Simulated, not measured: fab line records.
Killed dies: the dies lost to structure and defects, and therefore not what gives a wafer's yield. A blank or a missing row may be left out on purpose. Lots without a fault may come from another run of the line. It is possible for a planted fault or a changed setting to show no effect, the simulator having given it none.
The same fault as seen by 2 desks :: flow berkeley_cmos170 :: only its own numbers are on each desk; what lay behind them is given at the end

DESK OF THE TOOL OWNER: litho_track-03
The tool's own readings at UCB170_GATE_COAT_06, given as means over the sampled wafers that have a number, one for each lot that went through this tool. If a lot's mean is further than 4 standard deviations from the usual mean, the lot is out of limits and carries the mark OUT (the distance appears in the brackets).
Columns: A = dispense_pressure_kPa at UCB170_GATE_COAT_06, usual 50 kPa
lot: L522
first seen here: day 7 13:55
A: 55

lot: L541
first seen here: day 11 07:08
A: 55
Finding of this desk: none of the 2 lots has anything out of limits.

METROLOGY DESK
What the gauges read, lot by lot, whatever tool the lot ran on: means of the sampled wafers that have a number. If a lot's mean is further than 4 standard deviations from the usual mean, the lot is out of limits and carries the mark OUT (the distance appears in the brackets). Shown here are 7 of its 11 readings, the ones lying furthest out on some lot.
Columns: A = PVT_OVL at UCB170_PVT_OVL_MEAS_06, usual -2 nm; B = PVT_TW at UCB170_PVT_TW_MEAS_09, usual 507; C = GATE_OXIDE_THK at UCB170_GATE_THK_MEAS_02, usual 6.74 nm; D = GATE_POLY_THK at UCB170_GATE_THK_MEAS_05, usual 212.6 nm; E = GATE_OVL at UCB170_GATE_OVL_MEAS_13, usual -3 nm; F = PLDD_OVL at UCB170_PLDD_OVL_MEAS_07, usual -1 nm; G = PLDD_TW at UCB170_PLDD_TW_MEAS_11, usual 1014
lot: L522
first seen here: day 6 17:04
A: -9
B: 505
C: 6.75
D: 213.1
E: 2
F: 8
G: 1014

lot: L525
first seen here: day 7 06:41
A: -1
B: 506
C: 6.75
D: 212.5
E: -6
F: -2
G: 1028

lot: L540
first seen here: day 10 17:57
A: 4
B: 513
C: 6.61
D: 213.9
E: -6
F: -6
G: 996

lot: L541
first seen here: day 10 18:41
A: 6
B: 507
C: 6.94
D: 210.1
E: 2
F: 3
G: 1024

lot: L543
first seen here: day 10 18:41
A: -6
B: 514
C: 6.62
D: 209.5
E: -9
F: 9
G: 1024
Finding of this desk: none of the 5 lots has anything out of limits.

PUT TOGETHER
The desk of the tool owner found nothing out of limits.
Nothing out of limits was seen by the metrology desk.

WHAT HAD BEEN PUT IN BY THE SIMULATOR
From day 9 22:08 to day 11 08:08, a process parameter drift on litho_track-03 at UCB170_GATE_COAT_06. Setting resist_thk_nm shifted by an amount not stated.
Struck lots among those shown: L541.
